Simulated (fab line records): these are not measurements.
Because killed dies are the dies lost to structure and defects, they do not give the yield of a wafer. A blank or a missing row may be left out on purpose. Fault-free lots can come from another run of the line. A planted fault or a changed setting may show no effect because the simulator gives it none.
A single fault, viewed from 2 desks + flow berkeley-cmos170 + each desk holds nothing but its own numbers, with what lay behind them at the end

== AT THE METROLOGY DESK ==
Lot by lot, what the gauges showed, no matter which tool ran the lot: averages of those sampled wafers that carry a number. The brackets show how far a lot's mean lies from the usual mean; more than 4 standard deviations puts the lot out of limits, marked OUT.
Columns: A = PSD_RS at UCB170_SDANNEAL_RS_MEAS_02, usual 75.56 ohm/sq
| lot  | first seen here | A               |
|------|-----------------|-----------------|
| L242 | day 8 19:35     | 75.75           |
| L241 | day 8 20:02     | 75.40           |
| L243 | day 9 08:55     | 75.61           |
| L244 | day 9 20:26     | 75.72           |
| L245 | day 9 20:54     | 75.34           |
| L246 | day 9 20:56     | 75.38           |
| L247 | day 10 04:50    | 75.36           |
| L248 | day 10 05:04    | 75.86           |
| L254 | day 11 02:56    | 75.76           |
| L251 | day 11 03:04    | 96.52 (+78) OUT |
| L253 | day 11 03:27    | 96.18 (+76) OUT |
| L256 | day 11 09:39    | 96.54 (+78) OUT |
| L258 | day 12 06:41    | 75.89           |
| L257 | day 12 07:18    | 75.44           |
| L261 | day 12 17:05    | 75.54           |
This desk's result: L251, L253, L256 out of limits, first on L251 (PSD_RS at UCB170_SDANNEAL_RS_MEAS_02), day 11 03:04. In limits: L242, L241, L243, L244, L245, L246, L247, L248, L254, L258, L257, L261.

== TOOL OWNER'S DESK, rtp-anneal-02 ==
Per lot that ran on this tool, the mean of the sampled wafers carrying a number, from the tool's own readings at UCB170_SDANNEAL_RTA_01 (time 5 s). The brackets show how far a lot's mean lies from the usual mean; more than 4 standard deviations puts the lot out of limits, marked OUT.
Columns: A = lamp-power-pct at UCB170_SDANNEAL_RTA_01, usual 34.1 %; B = wafer_temp_C_max at UCB170_SDANNEAL_RTA_01, usual 1055.1
| lot  | first seen here | A               | B                |
|------|-----------------|-----------------|------------------|
| L241 | day 8 19:57     | 34.5            | 1053.7           |
| L243 | day 9 08:52     | 34.5            | 1054.0           |
| L245 | day 9 20:50     | 34.5            | 1053.5           |
| L248 | day 10 04:59    | 34.6            | 1053.6           |
| L251 | day 11 03:00    | 31.3 (-6.1) OUT | 1014.7 (-31) OUT |
| L253 | day 11 03:23    | 31.3 (-6.2) OUT | 1014.3 (-31) OUT |
| L256 | day 11 09:35    | 31.2 (-6.2) OUT | 1014.1 (-32) OUT |
This desk's finding: out of limits on L251, L253, L256; first on L251, day 11 03:00 (lamp-power-pct at UCB170_SDANNEAL_RTA_01). In limits: L241, L243, L245, L248.

== BROUGHT TOGETHER ==
At day 11 03:00, on L251, L253, L256, the tool owner's desk was in a position to raise an alarm.
At day 11 03:04 the metrology desk could have sounded an alarm, on L251, L253, L256.
On rtp-anneal-02, each named lot ran UCB170_SDANNEAL_RTA_01.

== WHAT WAS PUT IN BY THE SIMULATOR ==
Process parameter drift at UCB170_SDANNEAL_RTA_01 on rtp-anneal-02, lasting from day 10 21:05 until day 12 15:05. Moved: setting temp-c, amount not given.
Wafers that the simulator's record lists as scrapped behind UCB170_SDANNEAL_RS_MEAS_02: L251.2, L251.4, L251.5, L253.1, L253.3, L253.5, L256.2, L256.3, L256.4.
Shown lots that were struck: L251, L253, L256.
Counting hours from when the fault started, the first reading out of limits came at 6 for the tool owner's desk and at 6 for the metrology desk.
